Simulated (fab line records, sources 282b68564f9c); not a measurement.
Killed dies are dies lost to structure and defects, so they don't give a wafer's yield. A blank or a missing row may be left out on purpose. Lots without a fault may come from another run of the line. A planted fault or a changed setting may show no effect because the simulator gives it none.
A struck lot beside a sound one | flow rit_cmos | 31 steps out of a route of 202
Sound: wafers L820.1, L820.4, L820.6. Struck: wafers L828.1, L828.2, L828.4. The cause comes at the end.
At each step with rows: each side's tool, then ch and its chambers, then its first start. Under that, the readings that differ: sound wafers | struck wafers | difference of the means | sigmas: that difference in standard deviations of wafers without a fault.
alike: readings whose means differ by less than 2 such deviations, and words and numbers that are the same on both sides. not compared: withheld readings, readings that some wafer has no value for, bounds like >300 that may hide the same value, and numbers for which the record gives no deviation and whose values overlap.
The two part at a step that has a row with sigmas, a row that says differs or no value, or rows on one side only. Numbers that don't overlap but have no deviation are shown without sigmas and don't part them. A reading that every wafer of one side lacks parts them only if that side has two wafers or more.

RIT_NRETRO_TW_MEAS_10:
  sound on film_metro-04, day 3 12:13; struck on film_metro-03, day 5 04:04
  alike: NRETRO_TW
then, 6 steps without rows for these wafers: RIT_PRETRO_HMDS_00 (prime time 60 s); RIT_PRETRO_COAT_01 (resist thk 1300 nm); RIT_PRETRO_SOFTBAKE_02 (time 60 s); RIT_PRETRO_EXPOSE_03 (exposes mask M5, target cd 43700 nm); RIT_PRETRO_PEB_04; RIT_PRETRO_DEVELOP_05 (develop time 68 s).
RIT_PRETRO_OVL_MEAS_06:
  sound on overlay-02, day 3 13:17; struck on overlay-02, day 5 05:01
  reading         | sound          | struck      | difference | sigmas
  PRETRO_OVL (nm) | -0.4 -1.2 -2.3 | 2.4 1.5 0.7 | +2.8       | +3
then, 2 steps without rows for these wafers: RIT_PRETRO_HARDBAKE_07 (time 120 s); RIT_PRETRO_IMPLANT_08.
RIT_PRETRO_STRIP_09: strips in O2, time 180 s.
  sound on plasma_asher-02 ch 1, day 3 13:43; struck on plasma_asher-02 ch 0,1, day 5 05:26
  alike: drypump_motor_current_A
  not compared: rf_hours_counter_h
RIT_PRETRO_TW_MEAS_10:
  sound on film_metro-01, day 3 13:54; struck on film_metro-02, day 5 05:37
  alike: PRETRO_TW
RIT_GATE_WET_ETCH_00: etches SiO2 in BOE, target depth 56 nm, time 60 s.
  sound on wet_bench-01 ch 1, day 3 13:58; struck on wet_bench-03 ch 0, day 5 05:41
  reading                                     | sound             | struck          | difference | sigmas
  run_length_s (s)                            | 85 85 85          | 68 68 68        | -17        | -5
  model.SiO2_of_FOX2_OXIDATION_00.thk_nm (nm) | 264.1 259.6 264.7 | 285 291.9 295.7 | +28        |
then, 13 steps without rows for these wafers: RIT_GATE_CLEAN_01 (cleans in SC1, time 600 s); RIT_GATE_CLEAN_02 (cleans in dHF, time 30 s); RIT_GATE_CLEAN_03 (cleans in SC2, time 600 s); RIT_GATE_CLEAN_04 (cleans in dHF, time 60 s); RIT_GATE_OXIDATION_05 (target thk 3 nm, ox time 270 s); RIT_GATE_ANNEAL_06 (time 600 s); RIT_GATE_CVD_08 (deposits poly-Si from SiH4, target thk 250 nm, time 2220 s); RIT_GATE_HMDS_10 (prime time 60 s); RIT_GATE_COAT_11 (resist thk 855.5 nm); RIT_GATE_SOFTBAKE_12 (time 60 s); RIT_GATE_EXPOSE_13 (exposes mask M6, target cd 150 nm); RIT_GATE_PEB_14; RIT_GATE_DEVELOP_15 (develop time 50 s).
RIT_GATE_CD_MEAS_16: target cd 150 nm.
  sound on cd_sem-02, day 3 18:22; struck on cd_sem-02, day 5 10:11
  alike: cd_nm
RIT_GATE_OVL_MEAS_17:
  sound on overlay-01, day 3 18:29; struck on overlay-01, day 5 10:19
  alike: GATE_OVL
then, 1 step without rows for these wafers: RIT_GATE_HARDBAKE_18 (time 60 s).
RIT_GATE_ETCH_19: etches poly-Si in SF6/CHF3/O2, stops on SiO2, time 165 s, target depth 312.5 nm.
  sound on rie_si-02 ch 0,2, day 3 18:40; struck on rie_si-02 ch 1,2,3, day 5 10:30
  reading                                     | sound             | struck          | difference | sigmas
  model.SiO2_of_FOX2_OXIDATION_00.thk_nm (nm) | 241.2 236.8 241.8 | 262 268.9 272.6 | +28        |
  alike: drypump_motor_current_A, oes_product_au, rf_fwd_power_W, run_length_s, throttle_valve_pct
  not compared: rf_hours_counter_h
RIT_GATE_STRIP_20: strips in O2, time 180 s.
  sound on plasma_asher-04 ch 0,1, day 3 18:47; struck on plasma_asher-01 ch 0,1, day 5 10:37
  alike: drypump_motor_current_A
  not compared: rf_hours_counter_h

WHERE THEY PART
First at RIT_PRETRO_OVL_MEAS_06; last, within this record, at RIT_GATE_WET_ETCH_00. Later steps at which nothing parts them and some readings are alike: RIT_GATE_CD_MEAS_16, RIT_GATE_OVL_MEAS_17, RIT_GATE_ETCH_19, RIT_GATE_STRIP_20.

WHY: what the simulator had put in
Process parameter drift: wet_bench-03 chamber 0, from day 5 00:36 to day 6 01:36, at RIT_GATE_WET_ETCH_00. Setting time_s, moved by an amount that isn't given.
